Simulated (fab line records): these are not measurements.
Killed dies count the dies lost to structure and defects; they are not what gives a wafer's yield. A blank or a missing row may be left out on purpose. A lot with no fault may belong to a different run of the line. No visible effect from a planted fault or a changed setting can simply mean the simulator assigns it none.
Problem report, 8D (eight disciplines) form, completed by code :: flow ritCmos :: the parts of the form that need people (team, actions taken, sign-off) are left out

== 1. THE PROBLEM ==
Wafers free of any fault read 249.9 nm (standard deviation 2.5) for SPACER_NITRIDE_THK at RIT_SPACER_THK_MEAS_04, against a mean of 421.4 nm on 6 wafers of 2 lots. Relative to the usual mean, that is a shift of +69 standard deviations.
First observed at day 5 10:49: wafer L809.2, on filmMetro-03. The record has a number at this step for 42 wafers belonging to 14 lots. Rule for "out" (also "out of limits"): further than 4 standard deviations from the usual mean. The rest of the wafers with a number are treated as sound.

== 2. WHAT IT IS AND WHAT IT IS NOT ==
question: which readings at this step
is: SPACER_NITRIDE_THK
is not: -

question: which lots
is: L809, L810
is not: L797, L798, L799, L800, L802, L803, L804, L805, L806, L807, L808, L820

question: which wafers of those lots
is: all that have a number
is not: -

question: read on which gauges
is: filmMetro-03
is not: filmMetro-02, filmMetro-04

question: when
is: from day 5 10:49
is not: up to then (33 sound wafers); but 3 sound wafers of L820 came after

== 3. WHAT RULES OUT EACH SUSPECT ==
Counting: a tool at any process step up to the reading remains a suspect when it ran all the lots that are out and ran no sound lot after the first of those.
- ruled out: the gauge at RIT_SPACER_THK_MEAS_04. All the wafers that are out were read on filmMetro-03, but those of them that RIT_SPACER_CVD_03 has rows for are out there too, on other tools.
- lpcvd-01 at RIT_SPACER_CVD_03 (deposits Si3N4 from SiH2Cl2/NH3, target thk 250 nm, time 3300 s): kept. It ran every lot that is out, first L809 (day 5 08:53), and no sound lot after that; its last sound lot up to then is L808 (day 5 04:36). Its own spikeTcCentreC, spikeTcLoadC, spikeTcSourceC, susceptorTempC readings are out on those wafers.
Remaining after the count: lpcvd-01 at RIT_SPACER_CVD_03.

== 4. THE CAUSE (what the simulator had put in) ==
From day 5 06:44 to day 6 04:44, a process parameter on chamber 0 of lpcvd-01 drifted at RIT_SPACER_CVD_03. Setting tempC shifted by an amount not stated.
This tool alone remained once counting was done.

== 5. THE CHAIN OF EFFECTS, in route order ==
Rows list readings where the struck wafers' mean (over those with a number) sits beyond 3 standard deviations from the usual. Scope: only readings with a usual standard deviation given in the record; hours: median across lots of the time from each lot's start at the first step in this table that gives one to its start at this step; sigmas: change in usual standard deviations.
hours: 0
step: RIT_SPACER_CVD_03
reading: spikeTcCentreC
usual: 812.3 C
on struck wafers: 893.1
change: +80.8
sigmas: +62

hours: 0
step: RIT_SPACER_CVD_03
reading: spikeTcLoadC
usual: 834.4 C
on struck wafers: 914.3
change: +79.9
sigmas: +36

hours: 0
step: RIT_SPACER_CVD_03
reading: spikeTcSourceC
usual: 831.8 C
on struck wafers: 917.5
change: +85.8
sigmas: +36

hours: 0
step: RIT_SPACER_CVD_03
reading: susceptorTempC
usual: 810.0 C
on struck wafers: 891.7
change: +81.7
sigmas: +99 or more

hours: 0
step: RIT_SPACER_CVD_03
reading: zonePowerLoadPct
usual: 22.0 %
on struck wafers: 29.1
change: +7.1
sigmas: +3.9

hours: 0
step: RIT_SPACER_CVD_03
reading: zonePowerSourcePct
usual: 19.2 %
on struck wafers: 24.3
change: +5.1
sigmas: +3.2

hours: 2
step: RIT_SPACER_THK_MEAS_04
reading: SPACER_NITRIDE_THK
usual: 249.9 nm
on struck wafers: 421.4
change: +171.5
sigmas: +69

hours: 2
step: RIT_SPACER_ETCHBACK_05
reading: oesProductAu
usual: 0.842 a.u.
on struck wafers: 0.984
change: +0.142
sigmas: +11
It contains these process steps:
- RIT_SPACER_CVD_03: deposits Si3N4 from SiH2Cl2/NH3, target thk 250 nm, time 3300 s.
- RIT_SPACER_ETCHBACK_05: etches Si3N4 in SF6/CHF3, stops on SiO2, target depth 250 nm, time 240 s.

== 6. HOW IT WOULD HAVE BEEN CAUGHT EARLIER ==
4 hours passed between the start of the fault at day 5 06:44 and the first reading out of limits at a measuring or inspecting step in this record, taken at day 5 10:49.
The tool's own readings at RIT_SPACER_CVD_03 were out on every struck wafer that the step has a row for (spikeTcCentreC, spikeTcLoadC, spikeTcSourceC, susceptorTempC): an alarm limit on them would have fired on the first of those.
Lots out: 2; of these, L810 started RIT_SPACER_CVD_03 on lpcvd-01 after day 5 10:49. It would have been spared by a hold on the tool at that moment.
